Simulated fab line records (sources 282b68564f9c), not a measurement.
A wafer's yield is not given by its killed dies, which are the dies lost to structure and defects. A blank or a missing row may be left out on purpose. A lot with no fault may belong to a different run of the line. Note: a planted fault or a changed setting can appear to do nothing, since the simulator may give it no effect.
fab line records | flow ritCmos
[record] lots = 13 wafers = 39 lastDay = 7
route steps=202 shown PSD@152 M1@190
lots that met no fault: from a run of the same line without faults
startH: hours from the record's first day to the start of the lot's first wafer shown | waitH: time in hours since the lot's previous step | " same as the row above | L1.1+2: one row covering several wafers at once | - either no value or no given start | * or withheld: withheld | < > ~ a bound
route shown NAME@n: NAME is a module with steps in the file, n the number in the route of the first one | usual: mean/standard deviation of fault-free wafers | same: alike in all rows | chamber/n: place in a boat | sites: each site's reading | _std_site: how widely they spread, as a standard deviation | _edge_site: mean of outer sites minus mean of inner sites | radiusMm: for every site, how far away it sits from the centre of the wafer | mask NAME#n: copy n | behind: tool/chamber where the wafer was last shaped | hold: the reason the lot was held/the length of the hold in hours/how it ended | device: which transistor (n, p or np) failed to switch | end of line: the same wafers' tests at the end of the route | step lacking rows: just its recipe | killed: dies that structure and defects cost at the first sort, which is not the same as the wafer's yield | map: shows each die of a wafer: x if killed, . if not, _ if none is there
set.NAME: the setting that was run; set.NAME@STEP: the one run at that earlier step | model.NAME: the simulator's own value behind a step, which no gauge read
one table for each step of the route and one row for each wafer, over a sample of lots
services: the hour from which a tool's chamber was out of use, counted from the record's first day as startH (under 0 if before that day), plus the number of hours and why
[[steps]]
[step RIT_PSD_TW_MEAS_10]
[usual] PSD_TW = 3406/50
// columns lot.wafer tool chamber startH waitH PSD_TW
L803.1 filmMetro-01 - 53.38 0.1 3358
L803.2 " - " " 3345
L803.4 " - " " 3342
L805.3 filmMetro-04 - 64.63 0.1 3458
L805.4 " - " " 3438
L805.6 " - " " 3452
L806.1 filmMetro-04 - 71.30 0.1 3453
L806.2 " - " " 3459
L806.3 " - " " 3447
L807.3 filmMetro-02 - 75.86 0.1 3398
L807.4 " - " " 3386
L807.5 " - " " 3392
L808.4 filmMetro-01 - 80.20 0.1 3354
L808.5 " - " " 3366
L808.6 " - " " 3347
L809.1 filmMetro-04 - 84.20 0.1 3483
L809.3 " - " " 3500
L809.6 " - " " 3483
L812.4 filmMetro-01 - 105.12 0.1 3361
L812.5 " - " " 3358
L812.6 " - " " 3347
L813.1 filmMetro-02 - 109.05 0.1 3390
L813.4 " - " " 3391
L813.5 " - " " 3373
L814.1 filmMetro-01 - 118.56 0.1 3358
L814.2 " - " " 3360
L814.6 " - " " 3351
L815.2 filmMetro-01 - 123.90 0.1 3318
L815.4 " - " " 3331
L815.5 " - " " 3326
L816.1 filmMetro-02 - 125.15 0.1 3407
L816.2 " - " " 3426
L816.3 " - " " 3411
L822.3 filmMetro-04 - 149.01 0.1 3462
L822.5 " - " " 3465
L822.6 " - " " 3483
L824.2 filmMetro-04 - 160.94 0.1 3463
L824.4 " - " " 3472
L824.6 " - " " 3471
[step RIT_SDANNEAL_RS_MEAS_04]
[recipe] thkMeasGauge = four-point-probe
[usual] PSD_RS = 115.7/0.31
// columns lot.wafer tool chamber startH waitH PSD_RS[ohm/sq]
L803.1 filmMetro-04 - 53.87 0.0 115.6
L803.2 " - " " 115.7
L803.4 " - " " 115.7
L805.3 filmMetro-04 - 65.16 0.1 115.4
L805.4 " - " " 115.6
L805.6 " - " " 115.6
L806.1 filmMetro-04 - 71.82 0.0 115.7
L806.2 " - " " 115.8
L806.3 " - " " 115.6
L807.3 filmMetro-01 - 76.37 0.1 116.1
L807.4 " - " " 115.8
L807.5 " - " " 115.9
L808.4 filmMetro-04 - 80.72 0.1 115.6
L808.5 " - " " 115.7
L808.6 " - " " 116.1
L809.1 filmMetro-01 - 84.70 0.0 115.9
L809.3 " - " " 115.8
L809.6 " - " " 115.8
L812.4 filmMetro-01 - 105.64 0.1 115.8
L812.5 " - " " 115.6
L812.6 " - " " 115.7
L813.1 filmMetro-02 - 109.54 0.0 115.8
L813.4 " - " " 115.6
L813.5 " - " " 115.8
L814.1 filmMetro-04 - 119.05 0.0 115.5
L814.2 " - " " 115.4
L814.6 " - " " 115.0
L815.2 filmMetro-01 - 124.43 0.1 116.2
L815.4 " - " " 115.9
L815.5 " - " " 115.9
L816.1 filmMetro-02 - 125.67 0.0 115.5
L816.2 " - " " 115.6
L816.3 " - " " 115.9
L822.3 filmMetro-02 - 149.52 0.1 116.0
L822.5 " - " " 115.9
L822.6 " - " " 115.8
L824.2 filmMetro-01 - 161.44 0.1 116.3
L824.4 " - " " 116.2
L824.6 " - " " 115.8
[step RIT_M1_EXPOSE_06]
[recipe] maskId = M12 na = 0.6 sourceShape = conventional sigmaOuter = 0.5 targetCdNm = 2600 doseMj = 250
[usual] reticleTempC = 22.99/0.097
// columns lot.wafer tool chamber startH waitH mask reticleTempC
L803.1 ilineStepper-01 0 58.11 0.1 M12#0 22.74
L803.2 " 0 " " M12#0 22.99
L803.4 " 0 " " M12#0 22.84
L805.3 ilineStepper-01 0 69.74 0.1 M12#0 23.05
L805.4 " 0 " " M12#0 23.02
L805.6 " 0 " " M12#0 23.04
L806.1 ilineStepper-01 0 76.11 0.1 M12#0 23.06
L806.2 " 0 " " M12#0 23.00
L806.3 " 0 " " M12#0 23.04
L807.3 ilineStepper-02 0 81.05 0.2 M12#0 23.01
L807.4 " 0 " " M12#0 23.07
L807.5 " 0 " " M12#0 23.16
L808.4 ilineStepper-02 0 84.87 0.1 M12#0 22.97
L808.5 " 0 " " M12#0 22.98
L808.6 " 0 " " M12#0 23.21
L809.1 ilineStepper-02 0 88.98 0.1 M12#0 22.96
L809.3 " 0 " " M12#0 22.89
L809.6 " 0 " " M12#0 22.92
L812.4 ilineStepper-02 0 109.90 0.1 M12#0 22.97
L812.5 " 0 " " M12#0 23.06
L812.6 " 0 " " M12#0 23.03
L813.1 ilineStepper-01 0 113.81 0.2 M12#0 22.95
L813.4 " 0 " " M12#0 22.94
L813.5 " 0 " " M12#0 23.03
L814.1 ilineStepper-02 0 123.80 0.2 M12#0 22.92
L814.2 " 0 " " M12#0 22.87
L814.6 " 0 " " M12#0 22.86
L815.2 ilineStepper-02 0 128.61 0.1 M12_R1#0 22.90
L815.4 " 0 " " M12_R1#0 22.92
L815.5 " 0 " " M12_R1#0 22.97
L816.1 ilineStepper-01 0 130.01 0.2 M12#0 22.98
L816.2 " 0 " " M12#0 23.06
L816.3 " 0 " " M12#0 22.90
L822.3 ilineStepper-01 0 153.79 0.1 M12#0 23.08
L822.5 " 0 " " M12#0 22.99
L822.6 " 0 " " M12#0 23.15
L824.2 ilineStepper-01 0 165.58 0.1 M12#0 22.93
L824.4 " 0 " " M12#0 23.10
L824.6 " 0 " " M12#0 22.97
[step RIT_M1_CD_MEAS_09]
[recipe] targetCdNm = 2600
[usual] cdNm = 2600.3/2.3
// columns lot.wafer tool chamber startH waitH cdNm
L803.1 cdSem-01 - 58.54 - 2600.4
L803.2 " - " " 2600.8
L803.4 " - " " 2604.8
L805.3 cdSem-01 - 70.17 - 2601.7
L805.4 " - " " 2601.6
L805.6 " - " " 2602.1
L806.1 cdSem-01 - 76.54 - 2601.3
L806.2 " - " " 2600.1
L806.3 " - " " 2600.7
L807.3 cdSem-02 - 81.48 - 2598.9
L807.4 " - " " 2602.8
L807.5 " - " " 2599.5
L808.4 cdSem-02 - 85.30 - 2598.9
L808.5 " - " " 2598.1
L808.6 " - " " 2597.9
L809.1 cdSem-01 - 89.41 - 2596.3
L809.3 " - " " 2593.2
L809.6 " - " " 2596.3
L812.4 cdSem-02 - 110.34 - 2600.8
L812.5 " - " " 2600.6
L812.6 " - " " 2599.1
L813.1 cdSem-02 - 114.24 - 2602.7
L813.4 " - " " 2603.2
L813.5 " - " " 2602.5
L814.1 cdSem-02 - 124.23 - 2596.6
L814.2 " - " " 2597.5
L814.6 " - " " 2598.2
L815.2 cdSem-02 - 129.04 - 2252.4
L815.4 " - " " 2254.0
L815.5 " - " " 2251.0
L816.1 cdSem-02 - 130.44 - 2598.8
L816.2 " - " " 2596.8
L816.3 " - " " 2596.7
L822.3 cdSem-01 - 154.22 - 2600.6
L822.5 " - " " 2601.8
L822.6 " - " " 2601.0
L824.2 cdSem-02 - 166.01 - 2599.7
L824.4 " - " " 2599.6
L824.6 " - " " 2598.0
[step RIT_M1_OVL_MEAS_10]
[usual] M1_OVL = -0.6/1.5
// columns lot.wafer tool chamber startH waitH M1_OVL[nm]
L803.1 overlay-02 - 58.66 0.1 0.4
L803.2 " - " " -2.0
L803.4 " - " " -2.6
L805.3 overlay-02 - 70.26 0.1 -0.9
L805.4 " - " " -1.5
L805.6 " - " " -0.3
L806.1 overlay-02 - 76.66 0.1 2.4
L806.2 " - " " -1.8
L806.3 " - " " -0.7
L807.3 overlay-02 - 81.58 0.1 -0.2
L807.4 " - " " 0.4
L807.5 " - " " -0.3
L808.4 overlay-02 - 85.37 0.1 -1.9
L808.5 " - " " -1.3
L808.6 " - " " -3.6
L809.1 overlay-02 - 89.53 0.1 -1.5
L809.3 " - " " -1.3
L809.6 " - " " -1.5
L812.4 overlay-02 - 110.41 0.1 -1.8
L812.5 " - " " -2.8
L812.6 " - " " -2.6
L813.1 overlay-01 - 114.36 0.1 -0.6
L813.4 " - " " 1.2
L813.5 " - " " 0.3
L814.1 overlay-01 - 124.35 0.1 -0.3
L814.2 " - " " -0.1
L814.6 " - " " -0.4
L815.2 overlay-02 - 129.15 0.1 -1.5
L815.4 " - " " -0.8
L815.5 " - " " -1.9
L816.1 overlay-01 - 130.56 0.1 -1.1
L816.2 " - " " -2.6
L816.3 " - " " -3.1
L822.3 overlay-01 - 154.31 0.1 1.3
L822.5 " - " " 0.6
L822.6 " - " " 0.5
L824.2 overlay-01 - 166.12 0.1 1.3
L824.4 " - " " -0.3
L824.6 " - " " -1.8
[step RIT_M1_PROBE_99]
[usual] defectLimitedYield = 97.4/1 killed_at_M0_to_M3 = 0.0/0.12 killedAtContacts = 0.1/0.31 killedAtFrontEnd = 6.8/2.7 killedDies = 6.9/2.7 killedOpen = 3.3/1.8 killedShort = 3.5/1.8 sort_bin_3_pad_short = 0.2/0.23 sort_bin_5_function = 1.5/0.86 sort_bin_6_memory = 1.0/0.61 sortNPass = 257.1/2.7 sortYieldPct = 97.4/1
[same] grossDies = 264 killed_at_M4_up = 0 killedAtBackSide = 0 killedAtOther = 0
// columns lot.wafer tool chamber startH waitH defectLimitedYield[%] killed_at_M0_to_M3 killedAtContacts killedAtFrontEnd killedDies killedOpen killedShort sort_bin_3_pad_short[%] sort_bin_5_function[%] sort_bin_6_memory[%] sortNPass sortYieldPct[%]
L803.1 prober-01 - 61.46 0.1 98.5 0 0 4 4 2 2 0 0.4 1.1 260.0 98.5
L803.2 prober-01 - 61.51 0.1 98.5 0 0 4 4 3 1 0 1.5 0 260.0 98.5
L803.4 prober-01 - 61.61 0.2 97.7 0 0 6 6 2 4 0 0.8 1.5 258.0 97.7
L805.3 prober-02 - 74.35 0.2 98.9 0 0 3 3 2 1 0 0.4 0.8 261.0 98.9
L805.4 prober-02 - 74.40 0.2 99.2 0 0 2 2 1 1 0 0.4 0.4 262.0 99.2
L805.6 prober-02 - 74.50 0.2 97.3 0 0 7 7 3 4 0.4 1.5 0.8 257.0 97.3
L806.1 prober-01 - 80.61 0.1 97.7 0 0 6 6 1 5 0 1.5 0.8 258.0 97.7
L806.2 prober-01 - 80.66 0.1 97.3 0 0 7 7 4 3 0 1.5 1.1 257.0 97.3
L806.3 prober-01 - 80.71 0.2 97.0 0 0 8 8 5 3 0 1.9 1.1 256.0 97.0
L807.3 prober-02 - 86.53 0.2 96.2 0 0 10 10 7 3 0 3.4 0.4 254.0 96.2
L807.4 prober-02 - 86.58 0.2 97.7 0 0 6 6 2 4 0 1.1 1.1 258.0 97.7
L807.5 prober-02 - 86.63 0.2 99.2 0 0 2 2 0 2 0 0.4 0.4 262.0 99.2
L808.4 prober-01 - 90.26 0.2 97.0 0 0 8 8 4 4 0 3.0 0 256.0 97.0
L808.5 prober-01 - 90.31 0.2 97.7 0 0 6 6 3 3 0 1.1 1.1 258.0 97.7
L808.6 prober-01 - 90.36 0.2 97.0 0 0 8 8 6 2 0 2.3 0.8 256.0 97.0
L809.1 prober-02 - 92.06 0.1 98.9 0 0 3 3 1 2 0 0 1.1 261.0 98.9
L809.3 prober-02 - 92.16 0.2 97.0 0 0 8 8 3 5 0 1.5 1.5 256.0 97.0
L809.6 prober-02 - 92.31 0.2 98.5 0 0 4 4 2 2 0 1.1 0.4 260.0 98.5
L812.4 prober-02 - 113.71 0.2 96.2 0 0 10 10 4 6 0 1.9 1.9 254.0 96.2
L812.5 prober-02 - 113.76 0.2 97.7 0 0 6 6 2 4 0.4 1.1 0.8 258.0 97.7
L812.6 prober-02 - 113.81 0.2 97.0 0 0 8 8 5 3 0 0.8 2.3 256.0 97.0
L813.1 prober-01 - 116.91 0.1 97.3 0 0 7 7 4 3 0 2.3 0.4 257.0 97.3
L813.4 prober-01 - 117.06 0.2 97.3 0 0 7 7 1 6 0 1.1 1.5 257.0 97.3
L813.5 prober-01 - 117.11 0.2 97.3 0 0 7 7 5 2 0 2.3 0.4 257.0 97.3
L814.1 prober-02 - 126.98 0.1 97.7 0 0 6 6 2 4 0.4 1.5 0.4 258.0 97.7
L814.2 prober-02 - 127.03 0.1 96.6 0 0 9 9 2 7 0.4 2.7 0.4 255.0 96.6
L814.6 prober-02 - 127.23 0.2 98.9 0 0 3 3 0 3 0 0.4 0.8 261.0 98.9
L815.2 prober-01 - 131.73 0.1 89.4 22 0 6 28 5 1 0.4 9.5 0.8 236.0 89.4
L815.4 prober-01 - 131.83 0.2 89.8 18 0 9 27 2 7 0 8.7 1.5 237.0 89.8
L815.5 prober-01 - 131.88 0.2 87.9 24 1 7 32 5 3 0.4 10.6 1.1 232.0 87.9
L816.1 prober-02 - 134.44 0.1 98.5 0 0 4 4 2 2 0 1.5 0 260.0 98.5
L816.2 prober-02 - 134.49 0.1 97.7 0 0 6 6 3 2 0 1.5 0.8 258.0 97.7
L816.3 prober-02 - 134.54 0.2 96.2 0 0 10 10 7 3 0 1.9 1.9 254.0 96.2
L822.3 prober-02 - 156.94 0.2 97.3 0 0 7 7 4 3 0 1.9 0.8 257.0 97.3
L822.5 prober-02 - 157.04 0.2 97.0 0 0 8 8 2 6 0 1.9 1.1 256.0 97.0
L822.6 prober-02 - 157.09 0.2 98.5 0 0 4 4 3 1 0.4 0.4 0.8 260.0 98.5
L824.2 prober-02 - 168.70 0.1 97.3 0 0 7 7 4 2 0 2.3 0.4 257.0 97.3
L824.4 prober-02 - 168.80 0.2 97.3 0 0 7 7 5 2 0 2.7 0 257.0 97.3
L824.6 prober-02 - 168.90 0.2 96.6 0 0 9 9 3 5 0.4 1.1 1.9 255.0 96.6
// killed by level:class
L803.1 GATE:geometricParticle:open=1 GATE:geometricParticle:short=1 REOX:geometricParticle:short=1 SILICIDE:geometricParticle:open=1
L803.2 GATE:geometricParticle:open=2 FOX1:geometricParticle:open=1 GATE:geometricParticle:short=1
L803.4 REOX:geometricParticle:short=2 GATE:geometricParticle:open=1 GATE:geometricParticle:short=1 SPACER:geometricParticle:open=1 SPACER:geometricParticle:short=1
L805.3 REOX:geometricParticle:open=2 FOX1:geometricParticle:short=1
L805.4 FOX1:geometricParticle:open=1 FOX1:geometricParticle:short=1
L805.6 GATE:geometricParticle:short=3 GATE:geometricParticle:open=2 FOX1:geometricParticle:open=1 FOX1:geometricParticle:short=1
L806.1 GATE:geometricParticle:short=3 SPACER:geometricParticle:open=1 SPACER:geometricParticle:short=1 SILICIDE:geometricParticle:short=1
L806.2 FOX2:geometricParticle:short=2 REOX:geometricParticle:open=2 GATE:geometricParticle:open=1 SPACER:geometricParticle:short=1 SPACER:geometricParticle:open=1
L806.3 GATE:geometricParticle:open=3 FOX1:geometricParticle:short=2 SILICIDE:geometricParticle:open=2 GATE:geometricParticle:short=1
L807.3 GATE:geometricParticle:open=5 FOX1:geometricParticle:open=2 GATE:geometricParticle:short=2 FOX1:geometricParticle:short=1
L807.4 REOX:geometricParticle:short=2 ACTIVE:geometricParticle:short=1 FOX2:geometricParticle:open=1 GATE:geometricParticle:short=1 REOX:geometricParticle:open=1
L807.5 FOX1:geometricParticle:short=1 GATE:geometricParticle:short=1
L808.4 GATE:geometricParticle:short=2 FOX1:geometricParticle:short=1 FOX2:geometricParticle:open=1 GATE:geometricParticle:open=1 SPACER:geometricParticle:open=1 SPACER:geometricParticle:short=1 SILICIDE:geometricParticle:open=1
L808.5 GATE:geometricParticle:short=3 GATE:geometricParticle:open=2 FOX1:geometricParticle:open=1
L808.6 SILICIDE:geometricParticle:open=3 GATE:geometricParticle:open=2 FOX1:geometricParticle:open=1 FOX1:geometricParticle:short=1 SILICIDE:geometricParticle:short=1
L809.1 FOX1:geometricParticle:short=1 SPACER:geometricParticle:open=1 SILICIDE:geometricParticle:short=1
L809.3 GATE:geometricParticle:short=2 ACTIVE:geometricParticle:short=1 FOX1:geometricParticle:open=1 FOX1:geometricParticle:short=1 GATE:geometricParticle:open=1 REOX:geometricParticle:short=1 SILICIDE:geometricParticle:open=1
L809.6 FOX1:geometricParticle:open=1 GATE:geometricParticle:short=1 SPACER:geometricParticle:open=1 SPACER:geometricParticle:short=1
L812.4 REOX:geometricParticle:open=3 GATE:geometricParticle:short=2 SILICIDE:geometricParticle:short=2 FOX2:geometricParticle:open=1 REOX:geometricParticle:short=1 SPACER:geometricParticle:short=1
L812.5 FOX1:geometricParticle:short=2 FOX2:geometricParticle:short=1 REOX:geometricParticle:open=1 SPACER:geometricParticle:short=1 SILICIDE:geometricParticle:open=1
L812.6 GATE:geometricParticle:open=5 REOX:geometricParticle:short=2 GATE:geometricParticle:short=1
L813.1 GATE:geometricParticle:open=2 SILICIDE:geometricParticle:short=2 GATE:geometricParticle:short=1 REOX:geometricParticle:open=1 SILICIDE:geometricParticle:open=1
L813.4 FOX2:geometricParticle:short=2 SILICIDE:geometricParticle:short=2 GATE:geometricParticle:open=1 GATE:geometricParticle:short=1 REOX:geometricParticle:short=1
L813.5 GATE:geometricParticle:open=3 FOX1:geometricParticle:open=1 FOX2:geometricParticle:open=1 GATE:geometricParticle:short=1 SILICIDE:geometricParticle:short=1
L814.1 GATE:geometricParticle:short=4 FOX1:geometricParticle:open=1 GATE:geometricParticle:open=1
L814.2 GATE:geometricParticle:short=5 GATE:geometricParticle:open=2 REOX:geometricParticle:short=2
L814.6 GATE:geometricParticle:short=1 SPACER:geometricParticle:short=1 SILICIDE:geometricParticle:short=1
L815.2 M1:areaExpose=22 GATE:geometricParticle:open=3 FOX1:geometricParticle:open=1 GATE:geometricParticle:short=1 SILICIDE:geometricParticle:open=1
L815.4 M1:areaExpose=18 GATE:geometricParticle:short=6 GATE:geometricParticle:open=1 SPACER:geometricParticle:open=1 SILICIDE:geometricParticle:short=1
L815.5 M1:areaExpose=24 GATE:geometricParticle:open=3 FOX2:geometricParticle:short=2 GATE:geometricParticle:short=1 SPACER:geometricParticle:open=1 CONTACT:geometricParticle:open=1
L816.1 GATE:geometricParticle:short=2 GATE:geometricParticle:open=1 SILICIDE:geometricParticle:open=1
L816.2 SPACER:geometricParticle:short=2 GATE:geometricParticle:open=1 SPACER:geometricParticle:open=1 SILICIDE:geometricParticle:open=1 PLDD:coatMicrobubblePrinted=1
L816.3 FOX1:geometricParticle:open=2 GATE:geometricParticle:open=2 SPACER:geometricParticle:open=2 FOX2:geometricParticle:open=1 GATE:geometricParticle:short=1 SPACER:geometricParticle:short=1 SILICIDE:geometricParticle:short=1
L822.3 SPACER:geometricParticle:open=3 SPACER:geometricParticle:short=2 REOX:geometricParticle:short=1 REOX:geometricParticle:open=1
L822.5 GATE:geometricParticle:short=4 GATE:geometricParticle:open=1 REOX:geometricParticle:short=1 SPACER:geometricParticle:open=1 SPACER:geometricParticle:short=1
L822.6 SPACER:geometricParticle:open=2 REOX:geometricParticle:short=1 REOX:geometricParticle:open=1
L824.2 GATE:geometricParticle:open=2 FOX1:geometricParticle:open=1 GATE:geometricParticle:short=1 REOX:geometricParticle:open=1 SPACER:geometricParticle:short=1 PWELL:coatMicrobubblePrinted=1
L824.4 GATE:geometricParticle:open=5 FOX1:geometricParticle:short=1 GATE:geometricParticle:short=1
L824.6 FOX1:geometricParticle:short=3 GATE:geometricParticle:open=2 GATE:geometricParticle:short=2 REOX:geometricParticle:open=1 NWELL:coatMicrobubblePrinted=1
[[services]]
// columns tool chamber startH hours kind
ilineStepper-01 0 95.57 - calibration
ilineStepper-02 - 154.66 7.4 repair
ilineStepper-02 0 157.79 - calibration
[[key]]
[firstSign] step = RIT_M1_EXPOSE_06 reading = mask direction = changed
[effect] step = RIT_M1_CD_MEAS_09 reading = cdNm direction = down sigmas = 99+ usual = 2600.3 struck = 2252.5
[effect] step = RIT_M1_PROBE_99 reading = killed_at_M0_to_M3 direction = up sigmas = 21 usual = 0.0 struck = 21.3
[moreKillsBornAt] RIT_M1_EXPOSE_06@ilineStepper-02 = 64
metAt RIT_M1_EXPOSE_06
struckLots L815
notActingAt RIT_PSD_TW_MEAS_10,RIT_SDANNEAL_RS_MEAS_04,RIT_M1_OVL_MEAS_10
onsetBetween 123.80 128.61
[fault] kind = wrongMask tool = any chamber = - onsetH = 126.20 steps = RIT_M1_EXPOSE_06 auxCopy = M12_R1#0 cdOffsetNm = -350 scope = struckLotsOnly
